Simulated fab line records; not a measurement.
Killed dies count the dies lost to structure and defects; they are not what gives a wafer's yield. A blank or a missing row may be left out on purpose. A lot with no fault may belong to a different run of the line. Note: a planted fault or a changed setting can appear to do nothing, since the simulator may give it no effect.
fab line records + flow rit_cmos
record
- lots=5
- wafers=15
- last_day=7
route steps=202 shown PSD@150 SDANNEAL@153 NSD@158 PLDD@159 NLDD@160 SILICIDE@161 M1@202
lots that met no fault: from a run of the same line without faults
start_h: the number of hours between the record's first day and the start of the first shown wafer of the lot + wait_h: hours elapsed since this lot's preceding step + " as in the row above + L1.1+2: one row covering several wafers at once + - no value present, or no start provided + * or withheld: withheld + < > ~ a bound
route shown NAME@n: a module of which the file shows steps, and the number in the route of the first + usual: average and standard deviation across the fault-free wafers + same: alike in all rows + chamber/n: place in a boat + sites: the reading at each site + _std_site: their standard deviation + _edge_site: the outer-site mean with the inner-site mean subtracted + radius_mm: for every site, how far away it sits from the centre of the wafer + mask NAME#n: copy n + behind: the last tool/chamber to shape the wafer + hold: reason for holding the lot/hours on hold/outcome of the hold + device: names the non-switching transistor (n, p or np) + end of line: tests run on the same wafers once the route is complete + where a step has no rows: the recipe by itself + killed: dies lost to structure and defects at the first sort, not the wafer's yield + map: a wafer's dies, marking killed ones x, the rest . and places with no die _
set.NAME: the run value of the setting; set.NAME@STEP: its run value at that earlier step + model.NAME: the simulator's own value behind a step, which no gauge read
lots at selected steps of the route; one table per step, one row per wafer
services: a tool's chamber out of use, with start hour (start_h, from the record's first day; less than 0 if before it), hours out, and reason
## steps
# step RIT_PSD_IMPLANT_08
# recipe
- species=BF2
- energy_kev=27
- dose_cm2=5e+15
- tilt_deg=7
# step RIT_PSD_STRIP_09
# recipe
- chemistry=O2
- time_s=180
- resist=NOVOLAK
- platen_temp_c=withheld
- power_w=500
- pressure_mtorr=4000
- o2_flow_sccm=4000
# usual
- drypump_motor_current_A=6.0/0.48
- o2_flow_sccm=4000/11
| lot.wafer | tool            | chamber | start_h | wait_h | drypump_motor_current_A | o2_flow_sccm | rf_hours_counter_h |
|-----------|-----------------|---------|---------|--------|-------------------------|--------------|--------------------|
| L859.1    | plasma_asher-01 | 1       | 55.20   | 0.1    | 6.3                     | 3996         | 26                 |
| L859.3    | "               | 1       | "       | "      | 6.3                     | 4008         | -                  |
| L859.4    | "               | 0       | "       | "      | 5.8                     | 3994         | -                  |
| L862.2    | plasma_asher-02 | 1       | 70.16   | 0.1    | 5.7                     | 4012         | 42                 |
| L862.3    | "               | 1       | "       | "      | 5.7                     | 3998         | -                  |
| L862.5    | "               | 0       | "       | "      | 6.6                     | 3998         | -                  |
| L865.1    | plasma_asher-03 | 0       | 85.76   | 0.1    | 6.4                     | 3995         | 44                 |
| L865.5    | "               | 0       | "       | "      | 6.4                     | 3992         | -                  |
| L865.6    | "               | 1       | "       | "      | 5.3                     | 4015         | -                  |
| L877.4    | plasma_asher-03 | 1       | 146.69  | 0.1    | 5.3                     | 4027         | -                  |
| L877.5    | "               | 0       | "       | "      | 6.4                     | 4006         | -                  |
| L877.6    | "               | 1       | "       | "      | 5.3                     | 4015         | -                  |
| L881.3    | plasma_asher-03 | 0       | 169.24  | 0.1    | 6.4                     | 3982         | -                  |
| L881.5    | "               | 1       | "       | "      | 5.3                     | 4013         | -                  |
| L881.6    | "               | 0       | "       | "      | 6.4                     | 3986         | -                  |
# step RIT_PSD_TW_MEAS_10
# usual
- PSD_TW=3412/14
| lot.wafer | tool          | chamber | start_h | wait_h | PSD_TW |
|-----------|---------------|---------|---------|--------|--------|
| L859.1    | film_metro-04 | -       | 55.38   | 0.1    | 3420   |
| L859.3    | "             | -       | "       | "      | 3403   |
| L859.4    | "             | -       | "       | "      | 3417   |
| L862.2    | film_metro-03 | -       | 70.34   | 0.1    | 3412   |
| L862.3    | "             | -       | "       | "      | 3432   |
| L862.5    | "             | -       | "       | "      | 3426   |
| L865.1    | film_metro-04 | -       | 85.93   | 0.1    | 3414   |
| L865.5    | "             | -       | "       | "      | 3412   |
| L865.6    | "             | -       | "       | "      | 3417   |
| L877.4    | film_metro-04 | -       | 146.83  | 0.1    | 3407   |
| L877.5    | "             | -       | "       | "      | 3408   |
| L877.6    | "             | -       | "       | "      | 3389   |
| L881.3    | film_metro-04 | -       | 169.37  | 0.1    | 3397   |
| L881.5    | "             | -       | "       | "      | 3412   |
| L881.6    | "             | -       | "       | "      | 3398   |
# step RIT_SDANNEAL_CLEAN_00
# recipe
- chemistry=SC1
- mix=3:3:50
- time_s=600
- temp_c=75
# step RIT_SDANNEAL_CLEAN_01
# recipe
- chemistry=dHF
- dilution=50:1
- time_s=30
# step RIT_SDANNEAL_CLEAN_02
# recipe
- chemistry=SC2
- mix=3:3:50
- time_s=600
- temp_c=75
- dry=n2_spin
# step RIT_SDANNEAL_RTA_03
# recipe
- temp_c=1050
- time_s=5
- idle_temp_c=600
- ramp_up_c_per_s=342
- ramp_down_c_per_s=171
- cool_to_c=600
- ambient=N2
# usual
- wafer_temp_C_max=1053.6/1.1
| lot.wafer | tool          | chamber | start_h | wait_h | wafer_temp_C_max |
|-----------|---------------|---------|---------|--------|------------------|
| L859.1    | rtp_anneal-02 | 0       | 55.81   | 0.0    | 1053.2           |
| L859.3    | "             | 0       | "       | "      | 1052.7           |
| L859.4    | "             | 0       | "       | "      | 1052.9           |
| L862.2    | rtp_anneal-01 | 0       | 70.77   | 0.0    | 1054.4           |
| L862.3    | "             | 0       | "       | "      | 1052.7           |
| L862.5    | "             | 0       | "       | "      | 1053.8           |
| L865.1    | rtp_anneal-02 | 0       | 86.39   | 0.0    | 1053.3           |
| L865.5    | "             | 0       | "       | "      | 1052.1           |
| L865.6    | "             | 0       | "       | "      | 1053.5           |
| L877.4    | rtp_anneal-02 | 0       | 147.26  | 0.0    | 1053.1           |
| L877.5    | "             | 0       | "       | "      | 1053.4           |
| L877.6    | "             | 0       | "       | "      | 1055.0           |
| L881.3    | rtp_anneal-02 | 0       | 169.80  | 0.0    | 1053.5           |
| L881.5    | "             | 0       | "       | "      | 1054.4           |
| L881.6    | "             | 0       | "       | "      | 1051.9           |
# step RIT_SDANNEAL_RS_MEAS_04
# recipe
- thk_meas_gauge=four-point-probe
# usual
- PSD_RS=115.8/0.34
| lot.wafer | tool          | chamber | start_h | wait_h | PSD_RS[ohm/sq] |
|-----------|---------------|---------|---------|--------|----------------|
| L859.1    | film_metro-02 | -       | 55.86   | 0.0    | 115.8          |
| L859.3    | "             | -       | "       | "      | 116.2          |
| L859.4    | "             | -       | "       | "      | 116.0          |
| L862.2    | film_metro-02 | -       | 70.84   | 0.1    | 115.8          |
| L862.3    | "             | -       | "       | "      | 116.1          |
| L862.5    | "             | -       | "       | "      | 115.9          |
| L865.1    | film_metro-03 | -       | 86.51   | 0.1    | 115.8          |
| L865.5    | "             | -       | "       | "      | 115.4          |
| L865.6    | "             | -       | "       | "      | 115.6          |
| L877.4    | film_metro-03 | -       | 147.35  | 0.1    | 115.3          |
| L877.5    | "             | -       | "       | "      | 115.4          |
| L877.6    | "             | -       | "       | "      | 115.3          |
| L881.3    | film_metro-03 | -       | 169.88  | 0.1    | 116.0          |
| L881.5    | "             | -       | "       | "      | 116.1          |
| L881.6    | "             | -       | "       | "      | 115.7          |
# step RIT_SDANNEAL_RS_MEAS_05
# recipe
- thk_meas_gauge=four-point-probe
# usual
- NSD_RS=84.45/0.25
| lot.wafer | tool          | chamber | start_h | wait_h | NSD_RS[ohm/sq] |
|-----------|---------------|---------|---------|--------|----------------|
| L859.1    | film_metro-02 | -       | 55.98   | 0.1    | 84.73          |
| L859.3    | "             | -       | "       | "      | 85.18          |
| L859.4    | "             | -       | "       | "      | 84.73          |
| L862.2    | film_metro-02 | -       | 70.96   | 0.1    | 84.60          |
| L862.3    | "             | -       | "       | "      | 84.77          |
| L862.5    | "             | -       | "       | "      | 84.70          |
| L865.1    | film_metro-03 | -       | 86.63   | 0.1    | 84.61          |
| L865.5    | "             | -       | "       | "      | 84.18          |
| L865.6    | "             | -       | "       | "      | 84.32          |
| L877.4    | film_metro-03 | -       | 147.47  | 0.1    | 84.46          |
| L877.5    | "             | -       | "       | "      | 84.31          |
| L877.6    | "             | -       | "       | "      | 84.76          |
| L881.3    | film_metro-03 | -       | 170.00  | 0.1    | 84.85          |
| L881.5    | "             | -       | "       | "      | 84.72          |
| L881.6    | "             | -       | "       | "      | 84.56          |
# step RIT_SDANNEAL_RS_MEAS_06
# recipe
- thk_meas_gauge=four-point-probe
# usual
- PLDD_RS=178.5/0.5
| lot.wafer | tool          | chamber | start_h | wait_h | PLDD_RS[ohm/sq] |
|-----------|---------------|---------|---------|--------|-----------------|
| L859.1    | film_metro-02 | -       | 56.10   | 0.1    | 178.1           |
| L859.3    | "             | -       | "       | "      | 177.9           |
| L859.4    | "             | -       | "       | "      | 178.6           |
| L862.2    | film_metro-02 | -       | 71.08   | 0.1    | 179.0           |
| L862.3    | "             | -       | "       | "      | 178.8           |
| L862.5    | "             | -       | "       | "      | 178.9           |
| L865.1    | film_metro-03 | -       | 86.75   | 0.1    | 178.1           |
| L865.5    | "             | -       | "       | "      | 178.3           |
| L865.6    | "             | -       | "       | "      | 177.6           |
| L877.4    | film_metro-03 | -       | 147.59  | 0.1    | 177.8           |
| L877.5    | "             | -       | "       | "      | 178.0           |
| L877.6    | "             | -       | "       | "      | 178.3           |
| L881.3    | film_metro-03 | -       | 170.12  | 0.1    | 178.8           |
| L881.5    | "             | -       | "       | "      | 178.8           |
| L881.6    | "             | -       | "       | "      | 179.2           |
# step RIT_SDANNEAL_RS_MEAS_07
# recipe
- thk_meas_gauge=four-point-probe
# usual
- NLDD_RS=151.6/0.58
| lot.wafer | tool          | chamber | start_h | wait_h | NLDD_RS[ohm/sq] |
|-----------|---------------|---------|---------|--------|-----------------|
| L859.1    | film_metro-02 | -       | 56.22   | 0.1    | 151.2           |
| L859.3    | "             | -       | "       | "      | 151.0           |
| L859.4    | "             | -       | "       | "      | 150.7           |
| L862.2    | film_metro-02 | -       | 71.20   | 0.1    | 150.8           |
| L862.3    | "             | -       | "       | "      | 149.9           |
| L862.5    | "             | -       | "       | "      | 150.8           |
| L865.1    | film_metro-03 | -       | 86.87   | 0.1    | 150.9           |
| L865.5    | "             | -       | "       | "      | 151.7           |
| L865.6    | "             | -       | "       | "      | 151.3           |
| L877.4    | film_metro-03 | -       | 147.71  | 0.1    | 152.1           |
| L877.5    | "             | -       | "       | "      | 151.8           |
| L877.6    | "             | -       | "       | "      | 152.3           |
| L881.3    | film_metro-03 | -       | 170.24  | 0.1    | 152.0           |
| L881.5    | "             | -       | "       | "      | 151.6           |
| L881.6    | "             | -       | "       | "      | 151.6           |
# step RIT_SILICIDE_WET_ETCH_00
# recipe
- chemistry=BOE
- target=SiO2
- target_depth_nm=14
- time_s=15
- dry=n2_spin
- dilution=10:1
- temp_c=21.5
# step RIT_SILICIDE_SPUTTER_01
# recipe
- material=Ti
- target_thk_nm=30
- power_w=350
- chamber_pressure_pa=0.667
- gas=Ar
- time_s=240
- substrate_temp_c=25
# usual
- substrate_temp_c=24.99/0.11
- throttle_valve_pct=29.6/1.2
| lot.wafer | tool           | chamber | start_h | wait_h | substrate_temp_c | throttle_valve_pct | model.Ti_of_SILICIDE_SPUTTER_01.thk_nm |
|-----------|----------------|---------|---------|--------|------------------|--------------------|----------------------------------------|
| L859.1    | pvd_sputter-01 | -       | 56.36   | 0.0    | 24.85            | 30.4               | 29.84                                  |
| L859.3    | "              | -       | "       | "      | 24.82            | 29.4               | 30.05                                  |
| L859.4    | "              | -       | "       | "      | 25.06            | 30.7               | 29.65                                  |
| L862.2    | pvd_sputter-04 | -       | 71.32   | 0.0    | 25.11            | 28.8               | 29.62                                  |
| L862.3    | "              | -       | "       | "      | 24.83            | 31.2               | 29.82                                  |
| L862.5    | "              | -       | "       | "      | 25.01            | 28.3               | 29.72                                  |
| L865.1    | pvd_sputter-04 | -       | 87.00   | 0.0    | 24.77            | 28.4               | 18.08                                  |
| L865.5    | "              | -       | "       | "      | 25.12            | 29.1               | 30.16                                  |
| L865.6    | "              | -       | "       | "      | 24.92            | 28.5               | 17.93                                  |
| L877.4    | pvd_sputter-03 | -       | 147.78  | 0.0    | 24.90            | 30.0               | 30.45                                  |
| L877.5    | "              | -       | "       | "      | 24.86            | 30.0               | 30.56                                  |
| L877.6    | "              | -       | "       | "      | 24.94            | 31.3               | 30.52                                  |
| L881.3    | pvd_sputter-03 | -       | 170.33  | 0.0    | 25.00            | 31.0               | 30.86                                  |
| L881.5    | "              | -       | "       | "      | 25.09            | 31.3               | 30.55                                  |
| L881.6    | "              | -       | "       | "      | 24.92            | 29.6               | 30.43                                  |
# step RIT_SILICIDE_RS_MEAS_02
# recipe
- thk_meas_gauge=four-point-probe
- reads=Ti_of_SILICIDE_SPUTTER_01
# usual
- SILICIDE_TI_RS=47.9/0.69
| lot.wafer | tool          | chamber | start_h | wait_h | SILICIDE_TI_RS[ohm/sq] |
|-----------|---------------|---------|---------|--------|------------------------|
| L859.1    | film_metro-04 | -       | 56.51   | 0.1    | 48.1                   |
| L859.3    | "             | -       | "       | "      | 47.7                   |
| L859.4    | "             | -       | "       | "      | 48.6                   |
| L862.2    | film_metro-04 | -       | 71.49   | 0.1    | 48.6                   |
| L862.3    | "             | -       | "       | "      | 48.4                   |
| L862.5    | "             | -       | "       | "      | 48.5                   |
| L865.1    | film_metro-02 | -       | 87.15   | 0.1    | 91.1                   |
| L865.5    | "             | -       | "       | "      | 47.6                   |
| L865.6    | "             | -       | "       | "      | 92.2                   |
| L877.4    | film_metro-01 | -       | 147.99  | 0.1    | 47.0                   |
| L877.5    | "             | -       | "       | "      | 46.7                   |
| L877.6    | "             | -       | "       | "      | 46.8                   |
| L881.3    | film_metro-01 | -       | 170.52  | 0.1    | 46.2                   |
| L881.5    | "             | -       | "       | "      | 46.8                   |
| L881.6    | "             | -       | "       | "      | 47.0                   |
# step RIT_SILICIDE_THK_MEAS_03
# recipe
- thk_meas_gauge=xrf
- reads=Ti_of_SILICIDE_SPUTTER_01
# usual
- SILICIDE_TI_THK=30.5/0.38
| lot.wafer | tool          | chamber | start_h | wait_h | SILICIDE_TI_THK[nm] |
|-----------|---------------|---------|---------|--------|---------------------|
| L859.1    | film_metro-04 | -       | 56.63   | 0.1    | 30.4                |
| L859.3    | "             | -       | "       | "      | 30.6                |
| L859.4    | "             | -       | "       | "      | 30.1                |
| L862.2    | film_metro-04 | -       | 71.60   | 0.1    | 30.2                |
| L862.3    | "             | -       | "       | "      | 30.2                |
| L862.5    | "             | -       | "       | "      | 30.1                |
| L865.1    | film_metro-02 | -       | 87.27   | 0.1    | 18.5                |
| L865.5    | "             | -       | "       | "      | 30.8                |
| L865.6    | "             | -       | "       | "      | 18.2                |
| L877.4    | film_metro-01 | -       | 148.08  | 0.1    | 30.9                |
| L877.5    | "             | -       | "       | "      | 31.1                |
| L877.6    | "             | -       | "       | "      | 31.0                |
| L881.3    | film_metro-01 | -       | 170.62  | 0.1    | 31.2                |
| L881.5    | "             | -       | "       | "      | 30.7                |
| L881.6    | "             | -       | "       | "      | 30.8                |
# step RIT_SILICIDE_RTA_04
# recipe
- temp_c=650
- time_s=10
- idle_temp_c=25
- ramp_up_s=5
- ramp_down_s=5
- cool_to_c=25
- ambient=N2
# usual
- wafer_temp_C_max=652.3/0.63
| lot.wafer | tool          | chamber | start_h | wait_h | wafer_temp_C_max |
|-----------|---------------|---------|---------|--------|------------------|
| L859.1    | rtp_anneal-01 | 0       | 56.69   | 0.1    | 653.0            |
| L859.3    | "             | 0       | "       | "      | 652.2            |
| L859.4    | "             | 0       | "       | "      | 653.2            |
| L862.2    | rtp_anneal-02 | 0       | 71.67   | 0.1    | 651.4            |
| L862.3    | "             | 0       | "       | "      | 651.9            |
| L862.5    | "             | 0       | "       | "      | 652.0            |
| L865.1    | rtp_anneal-01 | 0       | 87.33   | 0.1    | 652.6            |
| L865.5    | "             | 0       | "       | "      | 651.5            |
| L865.6    | "             | 0       | "       | "      | 652.9            |
| L877.4    | rtp_anneal-01 | 0       | 148.14  | 0.1    | 652.5            |
| L877.5    | "             | 0       | "       | "      | 652.8            |
| L877.6    | "             | 0       | "       | "      | 652.3            |
| L881.3    | rtp_anneal-01 | 0       | 170.68  | 0.1    | 652.9            |
| L881.5    | "             | 0       | "       | "      | 652.3            |
| L881.6    | "             | 0       | "       | "      | 652.6            |
# step RIT_M1_PROBE_99
# usual
- killed_at_front_end=7.1/3
- killed_dies=7.2/3
- killed_open=3.7/2
- killed_short=3.5/2
# same
- gross_dies=264
- killed_at_M0_to_M3=0
- killed_at_M4_up=0
- killed_at_back_side=0
- killed_at_contacts=0
- killed_at_other=0
| lot.wafer | tool      | chamber | start_h | wait_h | killed_at_front_end | killed_dies | killed_open | killed_short | model.etest.npoly_line.line_ohm_um | model.etest.ppoly_line.line_ohm_um | model.etest.contact_pplus.end_ohm_um | model.etest.npoly_line.width_nm | model.etest.ppoly_line.width_nm | model.etest.npoly_line.rs_ohm_sq | model.etest.contact_nplus.end_ohm_um | model.etest.ppoly_line.rs_ohm_sq |
|-----------|-----------|---------|---------|--------|---------------------|-------------|-------------|--------------|------------------------------------|------------------------------------|--------------------------------------|---------------------------------|---------------------------------|----------------------------------|--------------------------------------|----------------------------------|
| L859.1    | prober-02 | -       | 64.58   | 0.1    | 11                  | 11          | 4           | 7            | 179.4                              | 173.1                              | 43.4                                 | 96.41                           | 96.69                           | 17.11                            | 41.21                                | 16.66                            |
| L859.3    | prober-02 | -       | 64.68   | 0.2    | 11                  | 11          | 5           | 6            | 174.9                              | 166.2                              | 44.66                                | 97.09                           | 97.68                           | 17                               | 41.48                                | 16.71                            |
| L859.4    | prober-02 | -       | 64.73   | 0.2    | 8                   | 8           | 6           | 2            | 172.2                              | 166.2                              | 43.2                                 | 99.28                           | 100.3                           | 17.29                            | 41.96                                | 16.63                            |
| L862.2    | prober-01 | -       | 78.63   | 0.1    | 8                   | 8           | 3           | 5            | 166.2                              | 160.6                              | 41.6                                 | 103.2                           | 103.2                           | 17.12                            | 40.71                                | 16.74                            |
| L862.3    | prober-01 | -       | 78.68   | 0.2    | 8                   | 8           | 5           | 3            | 170                                | 166.1                              | 40.99                                | 100.9                           | 101.1                           | 17.09                            | 40.88                                | 16.54                            |
| L862.5    | prober-01 | -       | 78.78   | 0.2    | 7                   | 7           | 1           | 6            | 166.2                              | 158.6                              | 41.79                                | 104.6                           | 104.6                           | 17.08                            | 41.44                                | 16.59                            |
| L865.1    | prober-02 | -       | 94.84   | 0.1    | 5                   | 5           | 4           | 1            | 251.1                              | 236.6                              | 34.2                                 | 106.5                           | 106.8                           | 26.38                            | 32.67                                | 25.36                            |
| L865.5    | prober-02 | -       | 95.04   | 0.2    | 5                   | 5           | 1           | 4            | 175                                | 169                                | 43.26                                | 97.42                           | 98.36                           | 17.02                            | 41.26                                | 16.53                            |
| L865.6    | prober-02 | -       | 95.09   | 0.2    | 5                   | 5           | 1           | 4            | 241.8                              | 225.6                              | 33.77                                | 109.3                           | 109.6                           | 26.48                            | 32.44                                | 25.11                            |
| L877.4    | prober-02 | -       | 155.33  | 0.2    | 10                  | 10          | 7           | 3            | 166.9                              | 159.2                              | 42.55                                | 100.6                           | 101.6                           | 16.77                            | 41.06                                | 16.38                            |
| L877.5    | prober-02 | -       | 155.38  | 0.2    | 7                   | 7           | 4           | 3            | 168.1                              | 161.9                              | 43.06                                | 100.5                           | 101.3                           | 16.79                            | 42.97                                | 16.29                            |
| L877.6    | prober-02 | -       | 155.43  | 0.2    | 8                   | 8           | 4           | 4            | 166.3                              | 160.3                              | 42.93                                | 100.5                           | 101.1                           | 16.79                            | 42.47                                | 16.18                            |
| L881.3    | prober-02 | -       | 177.72  | 0.2    | 8                   | 8           | 5           | 3            | 157.2                              | 150.8                              | 43.8                                 | 104.9                           | 106.3                           | 16.5                             | 42.41                                | 15.97                            |
| L881.5    | prober-02 | -       | 177.82  | 0.2    | 9                   | 9           | 4           | 5            | 161.1                              | 156.9                              | 44.85                                | 103.2                           | 104.5                           | 16.67                            | 42.49                                | 16.14                            |
| L881.6    | prober-02 | -       | 177.87  | 0.2    | 6                   | 6           | 4           | 2            | 163.5                              | 157                                | 44.61                                | 102.6                           | 103.6                           | 16.92                            | 40.58                                | 16.15                            |
# killed by level:class
L859.1 GATE:geometric_particle:short=6 REOX:geometric_particle:open=2 FOX1:geometric_particle:open=1 FOX2:geometric_particle:short=1 GATE:geometric_particle:open=1
L859.3 GATE:geometric_particle:short=5 GATE:geometric_particle:open=4 FOX1:geometric_particle:open=1 SPACER:geometric_particle:short=1
L859.4 FOX1:geometric_particle:open=2 FOX1:geometric_particle:short=2 FOX2:geometric_particle:open=1 GATE:geometric_particle:open=1 REOX:geometric_particle:open=1 SPACER:geometric_particle:open=1
L862.2 SPACER:geometric_particle:short=3 GATE:geometric_particle:short=2 GATE:geometric_particle:open=1 SPACER:geometric_particle:open=1 SILICIDE:geometric_particle:open=1
L862.3 FOX1:geometric_particle:short=3 GATE:geometric_particle:open=2 FOX1:geometric_particle:open=1 FOX2:geometric_particle:open=1 SILICIDE:geometric_particle:open=1
L862.5 GATE:geometric_particle:short=3 SILICIDE:geometric_particle:short=2 FOX1:geometric_particle:short=1 REOX:geometric_particle:open=1
L865.1 FOX1:geometric_particle:open=1 FOX1:geometric_particle:short=1 REOX:geometric_particle:open=1 SPACER:geometric_particle:open=1 SILICIDE:geometric_particle:open=1
L865.5 FOX1:geometric_particle:open=1 FOX2:geometric_particle:short=1 GATE:geometric_particle:short=1 REOX:geometric_particle:short=1 SPACER:geometric_particle:short=1
L865.6 ACTIVE:geometric_particle:short=1 FOX2:geometric_particle:short=1 FOX2:geometric_particle:open=1 GATE:geometric_particle:short=1 SILICIDE:geometric_particle:short=1
L877.4 GATE:geometric_particle:open=5 GATE:geometric_particle:short=2 REOX:geometric_particle:open=1 SILICIDE:geometric_particle:short=1 SILICIDE:geometric_particle:open=1
L877.5 GATE:geometric_particle:open=3 FOX2:geometric_particle:short=1 REOX:geometric_particle:short=1 REOX:geometric_particle:open=1 SILICIDE:geometric_particle:short=1
L877.6 GATE:geometric_particle:short=3 GATE:geometric_particle:open=2 REOX:geometric_particle:open=1 REOX:geometric_particle:short=1 SILICIDE:geometric_particle:open=1
L881.3 FOX2:geometric_particle:open=3 GATE:geometric_particle:open=2 FOX2:geometric_particle:short=1 GATE:geometric_particle:short=1 SPACER:geometric_particle:short=1
L881.5 SPACER:geometric_particle:short=3 FOX2:geometric_particle:short=2 FOX1:geometric_particle:open=1 GATE:geometric_particle:open=1 SPACER:geometric_particle:open=1 SILICIDE:geometric_particle:open=1
L881.6 FOX1:geometric_particle:open=1 FOX1:geometric_particle:short=1 FOX2:geometric_particle:short=1 GATE:geometric_particle:open=1 REOX:geometric_particle:open=1 SILICIDE:geometric_particle:open=1
## services
| tool            | chamber | start_h | hours | kind   |
|-----------------|---------|---------|-------|--------|
| plasma_asher-02 | -       | 34.92   | 0.8   | repair |
| plasma_asher-03 | -       | 66.92   | 2.8   | pm     |
| pvd_sputter-04  | -       | 81.06   | 2.9   | repair |
| pvd_sputter-01  | -       | 152.01  | 19.6  | repair |
## key
first_sign
- step=RIT_SILICIDE_RS_MEAS_02
- reading=SILICIDE_TI_RS
- direction=up
- sigmas=63
- usual=47.9
- struck=91.7
effect
- step=RIT_SILICIDE_THK_MEAS_03
- reading=SILICIDE_TI_THK
- direction=down
- sigmas=32
- usual=30.5
- struck=18.3
model_effect
- step=RIT_SILICIDE_SPUTTER_01
- value=Ti_of_SILICIDE_SPUTTER_01.thk_nm
- without=30.49
- struck=18
model_effect
- step=RIT_M1_PROBE_99
- value=etest.npoly_line.line_ohm_um
- without=174.1
- struck=246.4
met_at RIT_SILICIDE_SPUTTER_01
struck_wafers L865.1,L865.6
tester_left_out L865
onset_between 71.32 87.00
fault
- kind=process_parameter_drift
- tool=pvd_sputter-04
- chamber=-
- onset_h=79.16
- steps=RIT_SILICIDE_SPUTTER_01
- channel=target_thk_nm
- offset=-12.484
- shape=step
- end_h=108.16
- stated=30
- scope=struck_wafers_only
# tester_left_out: of these lots the tester's yield and bins aren't shown, on N5 and GAA mostly nor the transistor test; their killed dies are dies lost to structure and defects alone, not to doping, threshold or leakage, so they don't give the yield
